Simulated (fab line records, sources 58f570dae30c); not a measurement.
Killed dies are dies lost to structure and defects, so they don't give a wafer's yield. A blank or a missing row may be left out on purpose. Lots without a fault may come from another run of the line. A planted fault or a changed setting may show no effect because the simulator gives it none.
fab line records | flow berkeley_cmos170
record lots=5 wafers=15 last_day=11
route steps=331 shown PFIELD@85 FIELD@89 SACOX@97 SCREENOX@100 NVT@104 PVT@115
lots that met no fault: from a run of the same line without faults
start_h: hours from the record's first day to the start of the lot's first wafer shown | wait_h: hours since the lot's step before | " the same as in the row above | L1.1+2: a row that stands for several wafers | - no value, or no start given | * or withheld: withheld | < > ~ a bound
route shown NAME@n: a module of which the file shows steps, and the number in the route of the first | usual: mean/standard deviation of fault-free wafers | same: alike in all rows | chamber/n: place in a boat | sites: the reading at each site | _std_site: their standard deviation | _edge_site: outer sites' mean less inner sites' | radius_mm: how far each site lies from the wafer's centre | mask NAME#n: copy n | behind: the tool/chamber that last shaped the wafer | hold: why the lot was held/for how many hours/how that ended | device: the transistor (n, p or np) that didn't switch | end of line: the same wafers' tests at the end of the route | a step without rows: its recipe alone | killed: dies lost to structure and defects at the first sort, not the wafer's yield | map: a wafer's dies, x killed, . not, _ none there
set.NAME: the setting as run; set.NAME@STEP: as run at that earlier step | model.NAME: the simulator's own value behind a step, which no gauge read
lots at some steps of the route; a table a step, a row a wafer
services: from which hour (start_h, from the record's first day; less than 0 if before it) a tool's chamber was out of use, for how many hours, and why
## steps
# step UCB170_PFIELD_OVL_MEAS_06
# usual PFIELD_OVL=-3/5.7
# columns lot.wafer tool chamber start_h wait_h PFIELD_OVL[nm]
L078.1 overlay-02 - 88.72 - 3
L078.3 " - " " 2
L078.6 " - " " -8
L082.1 overlay-01 - 117.06 - -4
L082.3 " - " " 0
L082.5 " - " " -1
L081.3 overlay-01 - 117.33 - -8
L081.4 " - " " -1
L081.5 " - " " -8
L084.1 overlay-02 - 124.70 - 4
L084.3 " - " " 5
L084.6 " - " " 3
L094.3 overlay-02 - 175.28 - -2
L094.4 " - " " 3
L094.6 " - " " -1
# step UCB170_PFIELD_IMPLANT_07
# recipe species=B dose_cm2=2e+13 energy_kev=80 tilt_deg=7.12
# usual beam_energy_keV=80.000/0.025
# columns lot.wafer tool chamber start_h wait_h beam_energy_keV
L078.1 implanter-01 0 88.76 0.0 79.998
L078.3 " 0 " " 79.972
L078.6 " 0 " " 79.957
L082.1 implanter-03 0 117.09 0.0 80.001
L082.3 " 0 " " 80.014
L082.5 " 0 " " 79.995
L081.3 implanter-01 0 117.40 0.1 79.957
L081.4 " 0 " " 79.980
L081.5 " 0 " " 79.979
L084.1 implanter-01 0 124.73 0.0 80.047
L084.3 " 0 " " 79.981
L084.6 " 0 " " 80.042
L094.3 implanter-02 0 175.35 0.1 79.991
L094.4 " 0 " " 79.994
L094.6 " 0 " " 79.999
# step UCB170_PFIELD_STRIP_08
# recipe chemistry=O2 power_w=400 pressure_mtorr=3500 platen_temp_c=withheld o2_flow_sccm=400 overash_fraction=0.5
# usual chamber_pressure_mTorr=3500/3.1 drypump_motor_current_A=5.6/0.39 oes_product_au=0.735/0.0048 strip_time_to_endpoint_s=21.60/0.077
# same overash_fraction=0.5
# columns lot.wafer tool chamber start_h wait_h chamber_pressure_mTorr drypump_motor_current_A oes_product_au rf_hours_counter_h strip_time_to_endpoint_s
L078.1 plasma_asher-02 1 88.91 0.1 3501 4.6 0.735 42 21.57
L078.3 " 1 " " 3501 4.6 0.734 - 21.62
L078.6 " 0 " " 3504 5.9 0.734 - 21.54
L082.1 plasma_asher-03 1 117.24 0.1 3501 5.6 0.737 40 21.66
L082.3 " 0 " " 3500 5.7 0.731 - 21.69
L082.5 " 0 " " 3501 5.7 0.736 - 21.68
L081.3 plasma_asher-01 0 117.54 0.1 3495 5.8 0.724 - 21.53
L081.4 " 1 " " 3500 5.6 0.730 - 21.55
L081.5 " 1 " " 3500 5.6 0.731 - 21.52
L084.1 plasma_asher-01 0 124.88 0.1 3503 5.8 0.741 43 21.57
L084.3 " 1 " " 3497 5.6 0.741 - 21.59
L084.6 " 0 " " 3499 5.8 0.739 - 21.60
L094.3 plasma_asher-02 0 175.48 0.1 3490 5.9 0.745 - 21.55
L094.4 " 1 " " 3503 4.6 0.729 - 21.59
L094.6 " 0 " " 3497 5.9 0.742 - 21.63
# step UCB170_PFIELD_TW_MEAS_09
# usual PFIELD_TW=603.9/2.6
# columns lot.wafer tool chamber start_h wait_h PFIELD_TW
L078.1 film_metro-03 - 89.01 0.1 602.9
L078.3 " - " " 606.2
L078.6 " - " " 607.4
L082.1 film_metro-01 - 117.39 0.1 603.9
L082.3 " - " " 603.9
L082.5 " - " " 603.7
L081.3 film_metro-03 - 117.62 0.1 600.3
L081.4 " - " " 602.5
L081.5 " - " " 600.0
L084.1 film_metro-03 - 124.98 0.1 600.7
L084.3 " - " " 605.1
L084.6 " - " " 607.1
L094.3 film_metro-01 - 175.57 0.1 604.6
L094.4 " - " " 607.7
L094.6 " - " " 608.4
# step UCB170_FIELD_CLEAN_00
# recipe chemistry=dHF dilution=25:1 time_s=7.5
# columns lot.wafer tool chamber start_h wait_h
L078.1+3+6 wet_bench-03 1 89.07 0.1
L082.1+3+5 wet_bench-04 0 117.45 0.1
L081.3+4+5 wet_bench-01 0 117.66 0.0
L084.1+3+6 wet_bench-01 2 125.04 0.1
L094.3+4+6 wet_bench-01 1 175.61 0.0
# step UCB170_FIELD_OXIDATION_01
# recipe temp_c=1000 ambient=H2O p_h2o_torr=584.62 target_thk_a=5583 ox_time_s=7200
# usual ox_temp_c=1000.1/0.41
# columns lot.wafer tool chamber start_h wait_h ox_temp_c
L078.1 furnace-03 0 89.73 0.6 1000.3
L078.3 " 0 " " 999.8
L078.6 " 0 " " 999.2
L081.3 furnace-01 0 120.83 3.2 1000.3
L081.4 " 0 " " 1000.7
L081.5 " 0 " " 1000.0
L082.1 furnace-01 0 120.83 3.4 998.8
L082.3 " 0 " " 999.7
L082.5 " 0 " " 998.9
L084.1 furnace-03 0 128.27 3.2 1000.2
L084.3 " 0 " " 1000.7
L084.6 " 0 " " 1000.5
L094.3 furnace-01 0 176.09 0.5 1000.5
L094.4 " 0 " " 1000.1
L094.6 " 0 " " 1000.3
# step UCB170_FIELD_THK_MEAS_02
# recipe reads=SiO2_of_FIELD_OXIDATION_01
# usual FIELD_OXIDE_THK=560/13
# columns lot.wafer tool chamber start_h wait_h FIELD_OXIDE_THK[nm]
L078.1 film_metro-04 - 92.73 0.0 553
L078.3 " - " " 547
L078.6 " - " " 556
L082.1 film_metro-02 - 123.83 0.0 579
L082.3 " - " " 568
L082.5 " - " " 569
L081.3 film_metro-01 - 123.85 0.0 586
L081.4 " - " " 578
L081.5 " - " " 577
L084.1 film_metro-04 - 131.27 0.0 546
L084.3 " - " " 543
L084.6 " - " " 544
L094.3 film_metro-02 - 179.11 0.0 549
L094.4 " - " " 549
L094.6 " - " " 556
# step UCB170_FIELD_ANNEAL_03
# recipe temp_c=1000 time_s=1200 ambient=N2
# columns lot.wafer tool chamber start_h wait_h
L078.1+3+6 furnace-02 0 93.31 0.6
L081.3+4+5 furnace-03 0 126.94 3.1
L082.1+3+5 furnace-03 0 126.94 3.1
L084.1+3+6 furnace-03 0 135.11 3.8
L094.3+4+6 furnace-02 0 180.47 1.3
# step UCB170_FIELD_WET_ETCH_04
# recipe chemistry=dHF dilution=10:1 target=SiO2 temp_c=25 time_s=60
# columns lot.wafer tool chamber start_h wait_h
L078.1+3+6 wet_bench-04 1 97.12 2.5
L081.3+4+5 wet_bench-03 0 128.27 0.0
L082.1+3+5 wet_bench-03 0 128.27 0.0
L084.1+3+6 wet_bench-03 3 136.44 0.0
L094.3+4+6 wet_bench-04 1 181.81 0.0
# step UCB170_FIELD_WET_ETCH_05
# recipe chemistry=H3PO4 target=Si3N4 temp_c=160 time_s=12600
# columns lot.wafer tool chamber start_h wait_h
L078.1+3+6 wet_bench-01 2 97.82 0.7
L081.3+4+5 wet_bench-04 1 128.30 0.0
L082.1+3+5 wet_bench-04 1 128.30 0.0
L084.1+3+6 wet_bench-04 0 136.46 0.0
L094.3+4+6 wet_bench-04 3 181.83 0.0
# step UCB170_FIELD_WET_ETCH_06
# recipe chemistry=BOE dilution=5:1 target=SiO2 temp_c=25 time_s=22
# columns lot.wafer tool chamber start_h wait_h
L078.1+3+6 wet_bench-01 1 101.50 0.2
L081.3+4+5 wet_bench-01 2 131.81 0.0
L082.1+3+5 wet_bench-01 3 131.81 0.0
L084.1+3+6 wet_bench-01 2 140.29 0.0
L094.3+4+6 wet_bench-04 0 185.34 0.0
# step UCB170_FIELD_THK_MEAS_90
# recipe reads=SiO2_of_FIELD_OXIDATION_01
# usual FIELD_OXIDE_LEFT_1_THK=444/13
# columns lot.wafer tool chamber start_h wait_h FIELD_OXIDE_LEFT_1_THK[nm]
L078.1 film_metro-01 - 101.51 0.0 436
L078.3 " - " " 430
L078.6 " - " " 439
L082.1 film_metro-01 - 131.82 0.0 463
L082.3 " - " " 452
L082.5 " - " " 452
L081.3 film_metro-01 - 131.90 0.1 469
L081.4 " - " " 460
L081.5 " - " " 460
L084.1 film_metro-02 - 140.31 0.0 430
L084.3 " - " " 428
L084.6 " - " " 429
L094.3 film_metro-01 - 185.37 0.0 434
L094.4 " - " " 433
L094.6 " - " " 440
# step UCB170_SACOX_CLEAN_00
# recipe chemistry=dHF dilution=25:1 time_s=7.5
# columns lot.wafer tool chamber start_h wait_h
L078.1+3+6 wet_bench-02 0 101.57 0.1
L082.1+3+5 wet_bench-02 3 131.88 0.1
L081.3+4+5 wet_bench-04 1 131.94 0.0
L084.1+3+6 wet_bench-01 1 140.37 0.1
L094.3+4+6 wet_bench-04 2 185.41 0.0
# step UCB170_SACOX_OXIDATION_01
# recipe temp_c=900 ambient=O2 target_thk_a=144 ox_time_s=2400
# usual ox_temp_c=899.9/0.39
# columns lot.wafer tool chamber start_h wait_h ox_temp_c
L078.1 furnace-04 0 105.26 3.7 899.8
L078.3 " 0 " " 899.8
L078.6 " 0 " " 899.7
L081.3 furnace-02 0 134.70 2.7 900.1
L081.4 " 0 " " 900.3
L081.5 " 0 " " 899.6
L082.1 furnace-02 0 134.70 2.8 900.2
L082.3 " 0 " " 900.2
L082.5 " 0 " " 900.1
L084.1 furnace-04 0 141.85 1.5 900.2
L084.3 " 0 " " 900.1
L084.6 " 0 " " 899.9
L094.3 furnace-04 0 188.83 3.4 900.8
L094.4 " 0 " " 900.1
L094.6 " 0 " " 901.1
# step UCB170_SACOX_THK_MEAS_02
# recipe reads=SiO2_of_SACOX_OXIDATION_01
# usual SACOX_OXIDE_THK=14.45/0.28
# columns lot.wafer tool chamber start_h wait_h SACOX_OXIDE_THK[nm]
L078.1 film_metro-02 - 106.92 0.0 14.43
L078.3 " - " " 14.48
L078.6 " - " " 14.57
L082.1 film_metro-03 - 136.37 0.0 14.69
L082.3 " - " " 14.34
L082.5 " - " " 14.71
L081.3 film_metro-02 - 136.39 0.0 14.37
L081.4 " - " " 14.37
L081.5 " - " " 14.29
L084.1 film_metro-04 - 143.51 0.0 14.77
L084.3 " - " " 14.70
L084.6 " - " " 15.24
L094.3 film_metro-03 - 190.52 0.0 14.59
L094.4 " - " " 14.62
L094.6 " - " " 14.60
# step UCB170_SCREENOX_WET_ETCH_00
# recipe chemistry=dHF dilution=25:1 target=SiO2 temp_c=25 time_s=200
# columns lot.wafer tool chamber start_h wait_h
L078.1+3+6 wet_bench-01 1 106.98 0.1
L081.3+4+5 wet_bench-01 3 136.43 0.0
L082.1+3+5 wet_bench-01 2 136.43 0.1
L084.1+3+6 wet_bench-01 1 143.57 0.1
L094.3+4+6 wet_bench-03 3 190.56 0.0
# step UCB170_SCREENOX_OXIDATION_01
# recipe temp_c=900 ambient=O2 target_thk_a=144 ox_time_s=2400
# usual ox_temp_c=900.0/0.4
# columns lot.wafer tool chamber start_h wait_h ox_temp_c
L078.1 furnace-02 0 109.97 2.9 900.5
L078.3 " 0 " " 900.4
L078.6 " 0 " " 900.2
L081.3 furnace-03 0 137.77 1.3 900.0
L081.4 " 0 " " 900.0
L081.5 " 0 " " 900.1
L082.1 furnace-03 0 137.77 1.3 900.0
L082.3 " 0 " " 899.2
L082.5 " 0 " " 899.7
L084.1 furnace-02 0 145.38 1.7 900.6
L084.3 " 0 " " 900.0
L084.6 " 0 " " 900.0
L094.3 furnace-02 0 194.19 3.6 899.7
L094.4 " 0 " " 900.3
L094.6 " 0 " " 900.1
# step UCB170_SCREENOX_THK_MEAS_02
# recipe reads=SiO2_of_SCREENOX_OXIDATION_01
# usual SCREENOX_OXIDE_THK=14.34/0.26
# columns lot.wafer tool chamber start_h wait_h SCREENOX_OXIDE_THK[nm]
L078.1 film_metro-01 - 111.64 0.0 14.26
L078.3 " - " " 14.17
L078.6 " - " " 14.34
L082.1 film_metro-03 - 139.44 0.0 14.07
L082.3 " - " " 14.45
L082.5 " - " " 14.29
L081.3 film_metro-02 - 139.46 0.0 14.37
L081.4 " - " " 14.16
L081.5 " - " " 14.21
L084.1 film_metro-02 - 147.11 0.1 14.52
L084.3 " - " " 14.17
L084.6 " - " " 14.14
L094.3 film_metro-01 - 195.88 0.0 14.45
L094.4 " - " " 14.19
L094.6 " - " " 14.20
# step UCB170_SCREENOX_ANNEAL_03
# recipe temp_c=900 time_s=900 ambient=N2
# columns lot.wafer tool chamber start_h wait_h
L078.1+3+6 furnace-04 0 113.36 1.7
L081.3+4+5 furnace-02 0 141.45 2.0
L082.1+3+5 furnace-02 0 141.45 2.0
L084.1+3+6 furnace-03 0 149.37 2.3
L094.3+4+6 furnace-03 0 198.97 3.1
# step UCB170_NVT_HMDS_00
# recipe prime_time_s=60 prime_temp_c=100
# usual prime_temp_c=99.96/0.14 resist_line_temp_C=23.02/0.09
# columns lot.wafer tool chamber start_h wait_h prime_temp_c resist_line_temp_C
L078.1 litho_track-03 0 114.88 0.3 100.36 22.96
L078.3 " 0 " " 100.22 23.01
L078.6 " 0 " " 100.07 23.05
L081.3 litho_track-04 0 142.75 0.1 100.17 23.03
L081.4 " 0 " " 100.22 23.04
L081.5 " 0 " " 100.19 22.90
L082.1 litho_track-01 0 142.84 0.1 99.96 22.97
L082.3 " 0 " " 100.06 23.05
L082.5 " 0 " " 99.90 23.04
L084.1 litho_track-01 0 151.02 0.4 99.97 23.04
L084.3 " 0 " " 100.06 23.04
L084.6 " 0 " " 99.93 23.12
L094.3 litho_track-01 0 200.58 0.4 99.76 23.14
L094.4 " 0 " " 99.70 23.08
L094.6 " 0 " " 99.88 23.05
# step UCB170_NVT_COAT_01
# recipe resist=KrF spin_rpm=1500 resist_thk_nm=900
# usual resist_line_temp_C=23.03/0.11
# columns lot.wafer tool chamber start_h wait_h resist_line_temp_C
L078.1 litho_track-03 0 115.03 0.1 23.09
L078.3 " 0 " " 23.14
L078.6 " 0 " " 23.01
L081.3 litho_track-04 0 142.90 0.1 22.92
L081.4 " 0 " " 22.86
L081.5 " 0 " " 22.80
L082.1 litho_track-01 0 142.99 0.1 23.14
L082.3 " 0 " " 23.15
L082.5 " 0 " " 23.26
L084.1 litho_track-01 0 151.17 0.1 23.32
L084.3 " 0 " " 22.99
L084.6 " 0 " " 23.16
L094.3 litho_track-01 0 200.73 0.1 23.06
L094.4 " 0 " " 22.83
L094.6 " 0 " " 22.97
# step UCB170_NVT_SOFTBAKE_02
# recipe resist=KrF temp_c=130 time_s=60
# usual resist_line_temp_C=22.99/0.091
# columns lot.wafer tool chamber start_h wait_h resist_line_temp_C
L078.1 litho_track-03 0 115.18 0.1 22.98
L078.3 " 0 " " 22.89
L078.6 " 0 " " 23.09
L081.3 litho_track-04 0 143.05 0.1 22.94
L081.4 " 0 " " 22.88
L081.5 " 0 " " 22.99
L082.1 litho_track-01 0 143.14 0.1 22.95
L082.3 " 0 " " 22.93
L082.5 " 0 " " 22.93
L084.1 litho_track-01 0 151.32 0.1 22.94
L084.3 " 0 " " 22.93
L084.6 " 0 " " 22.85
L094.3 litho_track-01 0 200.88 0.1 22.93
L094.4 " 0 " " 23.06
L094.6 " 0 " " 23.22
# step UCB170_NVT_EXPOSE_03
# recipe mask_id=PWELL target_cd_nm=3000 na=0.5 sigma_outer=0.6 source_shape=conventional dose_mj=30
# usual reticle_temp_C=22.99/0.098
# columns lot.wafer tool chamber start_h wait_h mask reticle_temp_C
L078.1 krf_scanner-01 0 115.33 0.1 PWELL#0 22.96
L078.3 " 0 " " PWELL#0 23.13
L078.6 " 0 " " PWELL#0 22.93
L081.3 krf_scanner-01 0 143.31 0.2 PWELL#0 23.00
L081.4 " 0 " " PWELL#0 22.98
L081.5 " 0 " " PWELL#0 23.10
L082.1 krf_scanner-02 0 143.52 0.4 PWELL#0 22.94
L082.3 " 0 " " PWELL#0 22.94
L082.5 " 0 " " PWELL#0 22.90
L084.1 krf_scanner-02 0 151.67 0.3 PWELL#0 22.95
L084.3 " 0 " " PWELL#0 22.92
L084.6 " 0 " " PWELL#0 22.97
L094.3 krf_scanner-02 0 201.19 0.3 PWELL#0 22.83
L094.4 " 0 " " PWELL#0 22.95
L094.6 " 0 " " PWELL#0 23.11
# step UCB170_NVT_PEB_04
# recipe peb_temp_c=130 peb_time_s=withheld resist=KrF
# usual resist_line_temp_C=23.03/0.12
# columns lot.wafer tool chamber start_h wait_h resist_line_temp_C
L078.1 litho_track-01 0 115.96 0.6 22.97
L078.3 " 0 " " 23.02
L078.6 " 0 " " 23.22
L081.3 litho_track-03 0 143.89 0.6 22.72
L081.4 " 0 " " 22.77
L081.5 " 0 " " 22.84
L082.1 litho_track-04 0 144.05 0.5 23.23
L082.3 " 0 " " 23.17
L082.5 " 0 " " 23.10
L084.1 litho_track-01 0 152.37 0.7 23.09
L084.3 " 0 " " 23.03
L084.6 " 0 " " 23.08
L094.3 litho_track-01 0 201.32 0.1 23.10
L094.4 " 0 " " 23.04
L094.6 " 0 " " 22.84
# step UCB170_NVT_DEVELOP_05
# recipe developer=TMAH develop_time_s=46.77 resist=KrF dev_temp_c=21
# usual resist_line_temp_C=23.00/0.095
# columns lot.wafer tool chamber start_h wait_h resist_line_temp_C
L078.1 litho_track-01 0 - - 22.89
L078.3 " 0 " " 22.97
L078.6 " 0 " " 22.91
L081.3 litho_track-03 0 - - 23.10
L081.4 " 0 " " 22.91
L081.5 " 0 " " 22.96
L082.1 litho_track-04 0 - - 22.79
L082.3 " 0 " " 22.95
L082.5 " 0 " " 22.95
L084.1 litho_track-01 0 - - 22.94
L084.3 " 0 " " 22.98
L084.6 " 0 " " 23.13
L094.3 litho_track-01 0 - - 23.09
L094.4 " 0 " " 22.93
L094.6 " 0 " " 22.90
# step UCB170_NVT_OVL_MEAS_06
# usual NVT_OVL=0/4.3
# columns lot.wafer tool chamber start_h wait_h NVT_OVL[nm]
L078.1 overlay-02 - 116.23 - -4
L078.3 " - " " 4
L078.6 " - " " 1
L081.3 overlay-01 - 144.13 - 4
L081.4 " - " " -1
L081.5 " - " " 0
L082.1 overlay-02 - 144.32 - 4
L082.3 " - " " 4
L082.5 " - " " 0
L084.1 overlay-02 - 152.64 - 0
L084.3 " - " " 5
L084.6 " - " " 3
L094.3 overlay-01 - 201.56 - 0
L094.4 " - " " -2
L094.6 " - " " 0
# step UCB170_NVT_IMPLANT_07
# recipe species=BF2 dose_cm2=3e+12 energy_kev=50 tilt_deg=7
# usual beam_energy_keV=49.998/0.014
# columns lot.wafer tool chamber start_h wait_h beam_energy_keV
L078.1 implanter-04 0 116.27 0.0 49.997
L078.3 " 0 " " 50.010
L078.6 " 0 " " 49.985
L081.3 implanter-02 0 144.20 0.1 50.021
L081.4 " 0 " " 50.028
L081.5 " 0 " " 49.983
L082.1 implanter-03 0 144.36 0.0 49.999
L082.3 " 0 " " 49.990
L082.5 " 0 " " 49.976
L084.1 implanter-02 0 152.68 0.0 50.007
L084.3 " 0 " " 50.013
L084.6 " 0 " " 50.006
L094.3 implanter-03 0 201.63 0.1 49.991
L094.4 " 0 " " 49.990
L094.6 " 0 " " 50.001
# step UCB170_NVT_STRIP_08
# recipe chemistry=O2 power_w=400 pressure_mtorr=3500 platen_temp_c=withheld o2_flow_sccm=400 overash_fraction=0.5
# usual chamber_pressure_mTorr=3500/3.5 drypump_motor_current_A=5.65/0.24 oes_product_au=0.735/0.0044 strip_time_to_endpoint_s=21.61/0.063
# same overash_fraction=0.5
# columns lot.wafer tool chamber start_h wait_h chamber_pressure_mTorr drypump_motor_current_A oes_product_au rf_hours_counter_h strip_time_to_endpoint_s
L078.1 plasma_asher-04 0 116.42 0.1 3496 5.59 0.736 31 21.59
L078.3 " 1 " " 3499 5.68 0.735 - 21.56
L078.6 " 1 " " 3502 5.73 0.746 - 21.61
L081.3 plasma_asher-04 1 144.33 0.1 3499 5.72 0.726 - 21.50
L081.4 " 0 " " 3499 5.54 0.728 - 21.49
L081.5 " 0 " " 3496 5.54 0.731 - 21.54
L082.1 plasma_asher-01 1 144.51 0.1 3505 5.63 0.736 45 21.67
L082.3 " 0 " " 3501 5.87 0.740 - 21.59
L082.5 " 0 " " 3494 5.85 0.732 - 21.59
L084.1 plasma_asher-04 1 152.83 0.1 3498 5.68 0.730 36 21.64
L084.3 " 0 " " 3495 5.59 0.735 - 21.60
L084.6 " 1 " " 3502 5.72 0.729 - 21.65
L094.3 plasma_asher-01 0 201.77 0.1 3498 5.88 0.737 - 21.61
L094.4 " 1 " " 3496 5.62 0.730 - 21.62
L094.6 " 0 " " 3501 5.86 0.734 - 21.70
# step UCB170_NVT_TW_MEAS_09
# usual NVT_TW=526.1/2.2
# columns lot.wafer tool chamber start_h wait_h NVT_TW
L078.1 film_metro-04 - 116.52 0.1 522.0
L078.3 " - " " 522.3
L078.6 " - " " 524.0
L081.3 film_metro-01 - 144.42 0.1 526.2
L081.4 " - " " 529.5
L081.5 " - " " 527.4
L082.1 film_metro-04 - 144.61 0.1 526.3
L082.3 " - " " 526.7
L082.5 " - " " 523.1
L084.1 film_metro-03 - 152.93 0.1 528.1
L084.3 " - " " 527.2
L084.6 " - " " 524.1
L094.3 film_metro-01 - 201.85 0.1 526.2
L094.4 " - " " 525.6
L094.6 " - " " 524.9
# step UCB170_NVT_CLEAN_10
# recipe chemistry=SPM temp_c=120 time_s=600
# columns lot.wafer tool chamber start_h wait_h
L078.1+3+6 wet_bench-04 1 116.58 0.1
L081.3+4+5 wet_bench-02 2 144.46 0.0
L082.1+3+5 wet_bench-02 3 144.67 0.1
L084.1+3+6 wet_bench-03 0 152.99 0.1
L094.3+4+6 wet_bench-04 1 202.53 0.7
# step UCB170_PVT_HMDS_00
# recipe prime_time_s=60 prime_temp_c=100
# usual prime_temp_c=100.03/0.12 resist_line_temp_C=23.02/0.096
# columns lot.wafer tool chamber start_h wait_h prime_temp_c resist_line_temp_C
L078.1 litho_track-02 0 117.32 0.6 100.13 23.00
L078.3 " 0 " " 100.04 22.90
L078.6 " 0 " " 100.18 22.87
L081.3 litho_track-04 0 144.92 0.3 100.07 22.88
L081.4 " 0 " " 99.93 22.84
L081.5 " 0 " " 99.97 23.09
L082.1 litho_track-02 0 144.93 0.1 100.01 23.04
L082.3 " 0 " " 100.09 23.04
L082.5 " 0 " " 100.04 23.04
L084.1 litho_track-04 0 153.99 0.8 99.94 22.96
L084.3 " 0 " " 100.02 22.99
L084.6 " 0 " " 100.14 23.04
L094.3 litho_track-02 0 202.83 0.1 100.17 23.05
L094.4 " 0 " " 100.32 23.17
L094.6 " 0 " " 100.09 23.17
# step UCB170_PVT_COAT_01
# recipe resist=KrF spin_rpm=1500 resist_thk_nm=900
# usual resist_line_temp_C=22.98/0.11
# columns lot.wafer tool chamber start_h wait_h resist_line_temp_C
L078.1 litho_track-02 0 117.47 0.1 22.88
L078.3 " 0 " " 22.77
L078.6 " 0 " " 22.92
L081.3 litho_track-04 0 145.07 0.1 22.99
L081.4 " 0 " " 22.85
L081.5 " 0 " " 22.94
L082.1 litho_track-02 0 145.08 0.1 23.06
L082.3 " 0 " " 23.12
L082.5 " 0 " " 22.93
L084.1 litho_track-04 0 154.14 0.1 23.06
L084.3 " 0 " " 22.98
L084.6 " 0 " " 23.07
L094.3 litho_track-02 0 202.98 0.1 23.11
L094.4 " 0 " " 22.95
L094.6 " 0 " " 22.85
# step UCB170_PVT_SOFTBAKE_02
# recipe resist=KrF temp_c=130 time_s=60
# usual resist_line_temp_C=23.00/0.1
# columns lot.wafer tool chamber start_h wait_h resist_line_temp_C
L078.1 litho_track-02 0 117.62 0.1 23.16
L078.3 " 0 " " 23.00
L078.6 " 0 " " 23.09
L081.3 litho_track-04 0 145.22 0.1 22.89
L081.4 " 0 " " 23.03
L081.5 " 0 " " 22.92
L082.1 litho_track-02 0 145.23 0.1 23.09
L082.3 " 0 " " 22.98
L082.5 " 0 " " 22.93
L084.1 litho_track-04 0 154.29 0.1 23.04
L084.3 " 0 " " 22.98
L084.6 " 0 " " 22.94
L094.3 litho_track-02 0 203.13 0.1 22.90
L094.4 " 0 " " 23.08
L094.6 " 0 " " 22.92
# step UCB170_PVT_EXPOSE_03
# recipe mask_id=NWELL target_cd_nm=3000 na=0.5 sigma_outer=0.6 source_shape=conventional dose_mj=30
# usual reticle_temp_C=22.99/0.097
# columns lot.wafer tool chamber start_h wait_h mask reticle_temp_C
L078.1 krf_scanner-02 0 117.99 0.3 NWELL#0 22.87
L078.3 " 0 " " NWELL#0 22.99
L078.6 " 0 " " NWELL#0 22.88
L081.3 krf_scanner-02 0 145.36 0.1 NWELL#0 23.04
L081.4 " 0 " " NWELL#0 23.01
L081.5 " 0 " " NWELL#0 23.00
L082.1 krf_scanner-01 0 145.57 0.3 NWELL#0 22.80
L082.3 " 0 " " NWELL#0 22.80
L082.5 " 0 " " NWELL#0 22.91
L084.1 krf_scanner-02 0 154.44 0.1 NWELL#0 22.87
L084.3 " 0 " " NWELL#0 23.08
L084.6 " 0 " " NWELL#0 22.89
L094.3 krf_scanner-02 0 203.55 0.4 NWELL#0 23.15
L094.4 " 0 " " NWELL#0 22.92
L094.6 " 0 " " NWELL#0 23.04
# step UCB170_PVT_PEB_04
# recipe peb_temp_c=130 peb_time_s=withheld resist=KrF
# usual resist_line_temp_C=23.00/0.11
# columns lot.wafer tool chamber start_h wait_h resist_line_temp_C
L078.1 litho_track-02 0 118.11 0.1 22.94
L078.3 " 0 " " 22.97
L078.6 " 0 " " 23.03
L081.3 litho_track-04 0 145.65 0.3 23.24
L081.4 " 0 " " 23.00
L081.5 " 0 " " 23.17
L082.1 litho_track-02 0 145.83 0.2 23.06
L082.3 " 0 " " 23.09
L082.5 " 0 " " 23.05
L084.1 litho_track-03 0 155.42 1.0 23.02
L084.3 " 0 " " 23.02
L084.6 " 0 " " 22.95
L094.3 litho_track-04 0 203.93 0.4 22.82
L094.4 " 0 " " 22.89
L094.6 " 0 " " 22.89
# step UCB170_PVT_DEVELOP_05
# recipe developer=TMAH develop_time_s=45 resist=KrF dev_temp_c=21
# usual resist_line_temp_C=23.00/0.12
# columns lot.wafer tool chamber start_h wait_h resist_line_temp_C
L078.1 litho_track-02 0 - - 22.82
L078.3 " 0 " " 22.85
L078.6 " 0 " " 22.79
L081.3 litho_track-04 0 - - 23.11
L081.4 " 0 " " 22.81
L081.5 " 0 " " 23.00
L082.1 litho_track-02 0 - - 23.11
L082.3 " 0 " " 23.11
L082.5 " 0 " " 23.10
L084.1 litho_track-03 0 - - 23.05
L084.3 " 0 " " 23.11
L084.6 " 0 " " 23.02
L094.3 litho_track-04 0 - - 23.12
L094.4 " 0 " " 23.04
L094.6 " 0 " " 23.08
# step UCB170_PVT_OVL_MEAS_06
# usual PVT_OVL=1/5.6
# columns lot.wafer tool chamber start_h wait_h PVT_OVL[nm]
L078.1 overlay-01 - 118.38 - 3
L078.3 " - " " -5
L078.6 " - " " -4
L081.3 overlay-01 - 145.89 - 10
L081.4 " - " " 5
L081.5 " - " " 3
L082.1 overlay-02 - 146.11 - 2
L082.3 " - " " -4
L082.5 " - " " -9
L084.1 overlay-02 - 155.70 - 2
L084.3 " - " " -3
L084.6 " - " " -7
L094.3 overlay-02 - 204.16 - 6
L094.4 " - " " 3
L094.6 " - " " 4
# step UCB170_PVT_IMPLANT_07
# recipe species=P dose_cm2=2e+12 energy_kev=30 tilt_deg=7
# usual beam_energy_keV=29.999/0.0086
# columns lot.wafer tool chamber start_h wait_h beam_energy_keV
L078.1 implanter-04 0 118.42 0.0 30.016
L078.3 " 0 " " 30.008
L078.6 " 0 " " 30.005
L081.3 implanter-01 0 145.96 0.1 29.988
L081.4 " 0 " " 29.994
L081.5 " 0 " " 30.011
L082.1 implanter-04 0 146.14 0.0 29.996
L082.3 " 0 " " 29.999
L082.5 " 0 " " 29.990
L084.1 implanter-02 0 155.73 0.0 29.994
L084.3 " 0 " " 30.003
L084.6 " 0 " " 30.002
L094.3 implanter-01 0 204.37 0.2 30.001
L094.4 " 0 " " 29.997
L094.6 " 0 " " 29.999
## services
# columns tool chamber start_h hours kind
implanter-03 - 65.12 0.6 repair
krf_scanner-02 - 71.45 0.3 repair
implanter-03 - 74.84 5.4 pm
plasma_asher-04 - 76.65 2.8 pm
implanter-02 - 83.80 3.7 repair
implanter-02 - 87.20 2.8 repair
implanter-02 - 88.17 4.1 repair
krf_scanner-01 - 92.07 1.3 pm
implanter-02 - 96.70 2.7 repair
plasma_asher-02 - 108.75 9.0 pm
krf_scanner-01 0 109.36 - calibration
implanter-01 - 119.29 1.3 repair
furnace-04 - 119.36 12.3 pm
implanter-02 - 131.06 6.6 pm
implanter-03 - 134.29 5.5 pm
plasma_asher-03 - 135.26 1.9 repair
krf_scanner-01 - 148.36 3.9 repair
wet_bench-03 - 157.19 4.8 repair
krf_scanner-01 - 172.44 1.0 pm
implanter-02 - 192.95 11.8 repair
implanter-02 - 193.73 1.2 repair
implanter-01 - 198.20 5.0 repair
furnace-02 - 200.04 3.6 pm
implanter-04 - 203.16 4.5 pm
## key
fault none
